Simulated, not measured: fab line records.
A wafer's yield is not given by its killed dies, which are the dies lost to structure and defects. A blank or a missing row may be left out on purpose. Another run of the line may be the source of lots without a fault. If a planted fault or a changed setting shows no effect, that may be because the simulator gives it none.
Which tool is to blame?    flow rit_cmos    13 lots, 39 wafers sampled, at 4 steps of a route of 202

## WHAT THE GAUGES READ, wafer by wafer
RIT_WELLDRIVE_RS_MEAS_02: the measuring method here is four-point-probe. Usual: PWELL_RS typically reads 428.9 ohm/sq, with standard deviation 1.2.
lot   measured     on             PWELL_RS (ohm/sq)  flag
L920  day 2 06:15  film_metro-02  430.5 430.9 431.6  
L921  day 2 09:34  film_metro-04  428.6 428.8 427.5  
L922  day 2 16:42  film_metro-03  427.3 425.7 426.7  
L923  day 2 21:49  film_metro-04  427.5 428.8 429.3  
L924  day 3 03:11  film_metro-04  428.9 428.5 427.2  
L925  day 3 08:28  film_metro-03  427.7 430.8 427.9  
L926  day 3 12:31  film_metro-03  429.1 429.9 429.3  
L927  day 3 17:41  film_metro-03  428.4 428.8 428.1  
L936  day 5 17:34  film_metro-03  430.3 430.0 430.1  
L937  day 6 02:46  film_metro-04  429.0 427.1 428.2  
L938  day 6 04:02  film_metro-03  428.5 428.2 427.7  
L941  day 7 00:59  film_metro-03  429.0 430.2 430.3  
L942  day 7 14:17  film_metro-04  429.0 428.1 430.6  

RIT_GATE_THK_MEAS_07. Usual: GATE_OXIDE_THK typically reads 3.04 nm, with standard deviation 0.062.
lot   measured     on             GATE_OXIDE_THK (nm)            flag
L920  day 2 11:28  film_metro-04  3.10 3.20 3.09                 
L921  day 2 15:37  film_metro-01  2.99 3.04 3.00                 
L922  day 3 01:09  film_metro-02  3.11 3.08 3.12                 
L923  day 3 03:03  film_metro-01  2.95 2.93 3.01                 
L924  day 3 13:17  film_metro-04  3.02 3.06 2.97                 
L925  day 3 16:47  film_metro-04  2.96 2.92 2.96                 
L926  day 3 19:46  film_metro-04  3.17 3.02 3.10                 
L927  day 4 02:24  film_metro-01  3.03 3.04 3.05                 
L936  day 6 02:53  film_metro-02  5.57 5.52 5.49 5.49 5.53 5.44  OFF
L937  day 6 16:59  film_metro-02  5.54 5.50 5.58 5.51 5.51 5.55  OFF
L938  day 6 17:03  film_metro-02  5.49 5.50 5.45 5.44 5.44 5.45  OFF
L941  day 7 09:07  film_metro-04  2.97 2.87 2.97                 
L942  day 7 22:57  film_metro-01  3.12 3.11 3.08                 

RIT_SDANNEAL_RS_MEAS_06: the measuring method here is four-point-probe. Usual: PLDD_RS typically reads 178.6 ohm/sq, with standard deviation 0.54.
lot   measured     on             PLDD_RS (ohm/sq)   flag
L920  day 3 03:31  film_metro-01  178.5 178.4 178.4  
L921  day 3 08:19  film_metro-02  178.3 178.6 178.4  
L922  day 3 18:00  film_metro-01  178.4 178.9 178.2  
L923  day 4 00:08  film_metro-01  178.5 179.2 179.2  
L924  day 4 06:17  film_metro-03  177.9 178.1 177.5  
L925  day 4 09:17  film_metro-03  178.6 178.2 178.4  
L926  day 4 13:58  film_metro-03  178.5 178.1 177.9  
L927  day 4 19:05  film_metro-03  179.9 179.5 179.3  
L936  day 7 05:52  film_metro-01  178.4 179.0 179.5  
L937  day 7 18:44  film_metro-01  178.2 178.1 177.9  
L938  day 7 13:58  film_metro-02  178.7 179.0 179.4  
L941  day 8 06:32  film_metro-03  177.5 177.7 178.0  
L942  day 8 17:36  film_metro-03  178.6 178.2 178.7  

RIT_M1_CD_MEAS_09: the cd target is 2600 nm. Usual: cd_nm reads 2599.5 nm (standard deviation 1.9).
lot   measured     on         cd_nm (nm)            flag
L920  day 3 08:00  cd_sem-02  2600.7 2600.5 2600.7  
L921  day 3 12:41  cd_sem-01  2604.9 2602.9 2603.5  
L922  day 3 22:38  cd_sem-01  2599.0 2599.1 2598.6  
L923  day 4 04:43  cd_sem-02  2600.1 2599.7 2599.3  
L924  day 4 10:45  cd_sem-02  2598.2 2600.8 2601.7  
L925  day 4 13:56  cd_sem-01  2600.5 2599.2 2599.9  
L926  day 4 18:50  cd_sem-02  2597.4 2598.8 2599.6  
L927  day 4 23:35  cd_sem-02  2601.3 2598.6 2600.3  
L936  day 7 10:45  cd_sem-02  2600.2 2599.8 2599.0  
L937  day 8 00:05  cd_sem-01  2596.0 2596.1 2596.5  
L938  day 7 18:38  cd_sem-02  2595.2 2596.5 2597.4  
L941  day 8 11:11  cd_sem-02  2597.1 2596.0 2598.1  
L942  day 8 22:27  cd_sem-01  2598.7 2597.1 2598.6  

## WHICH TOOL RAN EACH LOT (tool, then ch and the chambers of the sampled wafers, then the start)
The record holds no process step before these readings.

## WHAT THE TOOLS THEMSELVES READ (means of the sampled wafers that have a number; where no wafer has one, the mark that the record gives instead)
The record holds no such reading with a usual standard deviation.

## THE ANSWER, worked out from the rows above alone
Rule: lot off if the mean of its wafers having a number is beyond 3 standard deviations from the usual mean. Also off: a lot with no number at a reading for which 4 or more lots have one. Any other lot the step has rows for is counted as sound. First the gauges in route order, then the tools' own readings, where a lot's mean is used as printed above. At the first step where some lot is off, the reading lying furthest off is the one used; lots without a number count as furthest.
Off: L936, L937, L938, seen at RIT_GATE_THK_MEAS_07 (GATE_OXIDE_THK).
If a tool, at a process step before that reading, ran all the lots that are off and no sound lot after the first of them, it fits. Gauges at RIT_GATE_THK_MEAS_07: tried the same way as those tools. One candidate fits, namely film_metro-02 at RIT_GATE_THK_MEAS_07. Its last sound lot is L922 (day 3 01:09), its first lot that is off L936 (day 6 02:53): a fault that began between those two fits.

## WHAT THE SIMULATOR HAD PUT IN
Metrology matching offset: film_metro-02, from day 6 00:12 on, at RIT_GATE_THK_MEAS_07. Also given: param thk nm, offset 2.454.
Lots struck among those shown: L936, L937, L938. The rule above found the same.
